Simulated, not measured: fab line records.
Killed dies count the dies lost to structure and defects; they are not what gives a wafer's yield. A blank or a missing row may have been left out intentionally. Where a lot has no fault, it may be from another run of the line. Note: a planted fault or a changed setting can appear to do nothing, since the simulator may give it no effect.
Comparing a struck lot with a sound one    flow ritCmos    18 steps out of a route of 202
Sound: wafers L726.2, L726.3, L726.5. Wafers L739.1, L739.4, L739.6 were the ones struck. The cause is named last.
For every step that has rows: the tool of each side, followed by ch and its chambers, followed by its first start. Under that, the readings that differ: sound wafers    struck wafers    difference of the means    sigmas: that difference in standard deviations of wafers without a fault.
alike: readings whose means differ by less than 2 such deviations, and words and numbers that are the same on both sides. not compared: withheld readings, readings that some wafer has no value for, bounds like >300 that may hide the same value, and numbers for which the record gives no deviation and whose values overlap.
The two part at a step that has a row with sigmas, a row that says differs or no value, or rows on one side only. Numbers that don't overlap but have no deviation are shown without sigmas and don't part them. A reading missing from all wafers of one side parts the sides only when that side holds two or more wafers.

first, 4 steps without rows for these wafers: RIT_NLDD_SOFTBAKE_02 (time 60 s); RIT_NLDD_EXPOSE_03 (exposes mask M7, target cd 40700 nm); RIT_NLDD_PEB_04; RIT_NLDD_DEVELOP_05 (develop time 50 s).
RIT_NLDD_OVL_MEAS_06:
  struck on overlay-02, day 6 23:49; sound on overlay-02, day 4 09:20
  alike: NLDD_OVL
then, 2 steps without rows for these wafers: RIT_NLDD_HARDBAKE_07 (time 60 s); RIT_NLDD_IMPLANT_08.
RIT_NLDD_STRIP_09: strips in O2, time 180 s.
  sound on plasmaAsher-01 ch 1, day 4 09:40; struck on plasmaAsher-02 ch 0,1, day 7 00:10
  alike: drypumpMotorCurrentA
  not compared: rfHoursCounterH
RIT_NLDD_TW_MEAS_10:
  struck on filmMetro-01, day 7 00:20; sound on filmMetro-02, day 4 09:51
  alike: NLDD_TW
then, 3 steps without rows for these wafers: RIT_PLDD_HMDS_00 (prime time 60 s); RIT_PLDD_COAT_01 (resist thk 1000 nm); RIT_PLDD_SOFTBAKE_02 (time 60 s).
RIT_PLDD_EXPOSE_03: exposes mask M8, target cd 40900 nm.
  sound on ilineStepper-02 ch 0, day 4 10:30; struck on ilineStepper-01 ch 0, day 7 00:58
reading                     sound                    struck             difference  sigmas
model.PLDD.overlayXNm (nm)  -0.8772 -0.8772 -0.8772  239.7 239.7 239.7  +240.6      
  alike: mask
then, 2 steps without rows for these wafers: RIT_PLDD_PEB_04; RIT_PLDD_DEVELOP_05 (develop time 50 s).
RIT_PLDD_OVL_MEAS_06:
  struck on overlay-02, day 7 01:22; sound on overlay-02, day 4 10:53
reading        sound           struck             difference  sigmas
PLDD_OVL (nm)  -0.1 -1.5 -2.1  236.1 238.8 238.3  +239.0      +99 or more
then, 1 step without rows for these wafers: RIT_PLDD_HARDBAKE_07 (time 60 s).
RIT_M1_PROBE_99:
  struck on prober-02, day 7 15:44; sound on prober-02, day 5 02:02
reading                        sound           struck          difference  sigmas
model.etest.pldd.widthNm (nm)  3196 3171 3194  3031 3022 3021  -162        
  alike: killedAtContacts, killedAtFrontEnd, killedDies, killedOpen, killedShort

WHERE THEY PART
Only at RIT_PLDD_OVL_MEAS_06, within this record. Later steps at which nothing parts them and some readings are alike: RIT_M1_PROBE_99.

WHY: what the simulator had put in
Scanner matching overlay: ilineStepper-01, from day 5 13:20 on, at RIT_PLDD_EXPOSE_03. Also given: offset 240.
